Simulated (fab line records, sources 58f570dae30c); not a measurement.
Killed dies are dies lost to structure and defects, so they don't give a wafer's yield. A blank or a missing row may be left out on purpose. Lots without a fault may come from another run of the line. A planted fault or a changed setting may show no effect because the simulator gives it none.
Chamber matching | flow berkeley_cmos170 | UCB170_ZERO_ETCH_06 on rie_diel-02: 4 sister chambers
The step etches SiO2 in CHF3/CF4/Ar, time 12 s. 16 wafers are shown with their chamber, then 8 later ones without.

WAFERS WITH THEIR CHAMBER
wafer  | chamber | drypump_motor_current_A (A) | throttle_valve_pct (%) | oes_product_au (a.u.)
L076.1 | 3       | 5.64                        | 9.15                   | 0.639
L076.2 | 1       | 5.62                        | 9.26                   | 0.610
L076.5 | 2       | 6.12                        | 9.18                   | 0.622
L077.2 | 1       | 5.60                        | 9.25                   | 0.604
L077.5 | 0       | 6.13                        | 9.45                   | 0.617
L077.6 | 3       | 5.63                        | 9.15                   | 0.628
L080.3 | 2       | 6.10                        | 9.18                   | 0.625
L080.4 | 0       | 6.11                        | 9.43                   | 0.608
L080.6 | 1       | 5.59                        | 9.27                   | 0.599
L082.2 | 0       | 6.16                        | 9.44                   | 0.609
L082.4 | 2       | 6.11                        | 9.17                   | 0.625
L082.5 | 0       | 6.14                        | 9.43                   | 0.615
L086.1 | 1       | 5.61                        | 9.25                   | 0.605
L086.2 | 0       | 6.12                        | 9.44                   | 0.617
L086.6 | 0       | 6.13                        | 9.46                   | 0.610
L088.1 | 2       | 6.10                        | 9.16                   | 0.626

SIGNATURES (means of the wafers above)
reading                 | chamber 0 | chamber 1 | chamber 2 | chamber 3 | scatter within a chamber
drypump_motor_current_A | 6.1317    | 5.6050    | 6.1075    | 5.6350    | 0.0139
throttle_valve_pct      | 9.4417    | 9.2575    | 9.1725    | 9.1500    | 0.0101
oes_product_au          | 0.61267   | 0.60450   | 0.62450   | 0.63350   | 0.00424
Rule: a wafer's distance from a chamber is the root of the sum, over the readings, of the square of ((its reading less the chamber's mean) divided by the reading's scatter). The wafer belongs to the nearest chamber; if the next one is less than 2 further off, it can't be placed. The scatter: the root of (the sum of the squares of (reading less its chamber's mean) over the shown wafers, divided by (wafers less chambers)).

WAFERS WITHOUT THEIR CHAMBER
wafer  | drypump_motor_current_A (A) | throttle_valve_pct (%) | oes_product_au (a.u.)
L088.2 | 5.65                        | 9.16                   | 0.624
L088.3 | 5.61                        | 9.26                   | 0.609
L090.2 | 6.07                        | 9.16                   | 0.624
L090.5 | 5.62                        | 9.16                   | 0.634
L090.6 | 6.13                        | 9.46                   | 0.615
L091.3 | 6.13                        | 9.45                   | 0.605
L091.4 | 5.63                        | 9.28                   | 0.606
L091.5 | 5.60                        | 9.26                   | 0.606

WHICH CHAMBER EACH WENT THROUGH
wafer  | from the rows above | in truth
L088.2 | 3                   | 3
L088.3 | 1                   | 1
L090.2 | 2                   | 2
L090.5 | 3                   | 3
L090.6 | 0                   | 0
L091.3 | 0                   | 0
L091.4 | 1                   | 1
L091.5 | 1                   | 1
Placed correctly: 8 of 8. Can't be placed from these rows: 0. Placed wrongly: 0.
